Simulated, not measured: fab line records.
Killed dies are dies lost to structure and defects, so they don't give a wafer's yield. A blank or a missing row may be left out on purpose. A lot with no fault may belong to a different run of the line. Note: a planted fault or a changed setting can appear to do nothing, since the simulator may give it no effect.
2 desks looking at one fault    flow rit-cmos    each desk holds nothing but its own numbers, with what lay behind them at the end

THE TOOL OWNER'S DESK: rie-metal-01
The tool's own readings at RIT_M1_METAL_ETCH_12 (etches Al in Cl2/BCl3, stops on SiO2, time 165 s, target depth 600 nm): means of the sampled wafers that have a number, for each lot that ran on this tool. Marked OUT: a lot whose mean sits more than 4 standard deviations from the usual mean, which makes it out of limits; the brackets give that distance.
Columns: A = drypump-motor-current-A at RIT_M1_METAL_ETCH_12, usual 5.9 A; B = he-backside-leak-sccm at RIT_M1_METAL_ETCH_12, usual 3.26 sccm; C = oes-product-au at RIT_M1_METAL_ETCH_12, usual 0.779 a.u.; D = throttle-valve-pct at RIT_M1_METAL_ETCH_12, usual 8.27 %
lot   first seen here  A    B     C      D
L281  day 4 14:30      6.2  3.37  0.786  8.19
L285  day 5 08:13      5.3  3.57  0.794  8.30
Result from this desk: across the 2 lots, nothing is out of limits.

METROLOGY DESK
What the gauges read for every lot (on any tool): the sampled wafers with a number, averaged. Marked OUT: a lot whose mean sits more than 4 standard deviations from the usual mean, which makes it out of limits; the brackets give that distance.
Columns: A = M1_AL_RS at RIT_M1_RS_MEAS_01, usual 0.0736 ohm/sq; B = M1_AL_THK at RIT_M1_THK_MEAS_02, usual 409 nm; C = cd-nm at RIT_M1_CD_MEAS_09, usual 2600.7 nm; D = M1_OVL at RIT_M1_OVL_MEAS_10, usual -1.2 nm
lot   first seen here  A       B    C       D
L281  day 4 12:51      0.0739  409  2600.6  -1.9
L283  day 5 00:52      0.0738  411  2599.9  -0.9
L285  day 5 06:35      0.0740  406  2603.4  1.1
L288  day 6 00:05      0.0736  410  2601.4  1.1
L294  day 7 06:24      0.0737  411  2599.6  -1.8
Result from this desk: across the 5 lots, nothing is out of limits.

ALL TOGETHER
Nothing out of limits was seen by the tool owner's desk.
From the metrology desk's view, nothing was out of limits.

WHAT THE SIMULATOR HAD INSERTED
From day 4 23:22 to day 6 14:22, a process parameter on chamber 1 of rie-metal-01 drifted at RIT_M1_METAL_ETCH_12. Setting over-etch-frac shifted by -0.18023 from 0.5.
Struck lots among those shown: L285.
